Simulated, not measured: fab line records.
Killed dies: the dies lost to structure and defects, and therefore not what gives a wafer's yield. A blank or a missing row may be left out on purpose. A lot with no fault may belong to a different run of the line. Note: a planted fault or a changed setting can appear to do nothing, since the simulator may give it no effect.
Problem report, 8D (eight disciplines) form, completed by code :: flow berkeley_cmos170 :: the parts of the form that need people (team, actions taken, sign-off) are left out

1. PROBLEM STATEMENT
rotation_deg at UCB170_NLDD_IMPLANT_08 reads a mean of 179.984 degrees on 9 wafers of 3 lots; wafers without a fault read -0.004 degrees with a standard deviation of 0.018. So: +99 or more standard deviations from the usual mean.
Seen first at day 9 01:26 on implanter-04, wafer L805.1. At this step, 21 wafers from 7 lots have a number in the record. The rule behind "out" and "out of limits": a value lying over 4 standard deviations away from the usual mean. All remaining wafers that have a number are taken as sound.

2. WHAT THIS IS AND IS NOT
question: which readings at this step
is: rotation_deg
is not: beam_on_s

question: which lots
is: L805, L806, L809
is not: L801, L803, L813, L815

question: which wafers of those lots
is: all that have a number
is not: -

question: read on which tools
is: implanter-04
is not: implanter-01, implanter-02

question: when
is: from day 9 01:26
is not: up to then (6 sound wafers); but 6 sound wafers of L813, L815 came after

3. THE SUSPECTS, EACH WITH WHAT RULES IT OUT
Counting: a tool at any process step up to the reading remains a suspect when it ran all the lots that are out and ran no sound lot after the first of those.
- implanter-04 at UCB170_NLDD_IMPLANT_08: kept. It processed each lot that is out, first L805 at day 9 01:26, and no sound lot thereafter; up to then, the last sound lot it processed was L803 at day 9 00:38. On those wafers its own readings are out: rotation_deg.
Remaining after the count: implanter-04 at UCB170_NLDD_IMPLANT_08.

4. THE CAUSE (what the simulator had put in)
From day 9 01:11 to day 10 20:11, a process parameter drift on implanter-04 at UCB170_NLDD_IMPLANT_08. Setting rotation_deg shifted by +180 from 0. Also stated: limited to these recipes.
After counting, this tool was the only one left.

5. THE EFFECT CHAIN, in route order
Rows list readings where the struck wafers' mean (over those with a number) sits beyond 3 standard deviations from the usual. Readings are gone through only where the record gives a usual standard deviation; hours: the median, over the lots, of the time from a lot's start at the first step in this table giving one to that lot's start at this step; sigmas: the change measured in usual standard deviations.
hours: 0
step: UCB170_NLDD_IMPLANT_08
reading: rotation_deg
usual: -0.004 degrees
on struck wafers: 179.984
change: +179.988
sigmas: +99 or more
Its process steps:
- UCB170_NLDD_IMPLANT_08

6. WHAT WOULD HAVE CAUGHT IT SOONER
In this record no reading fell out of limits until day 9 01:26, 0 hours after the fault had begun at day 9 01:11.
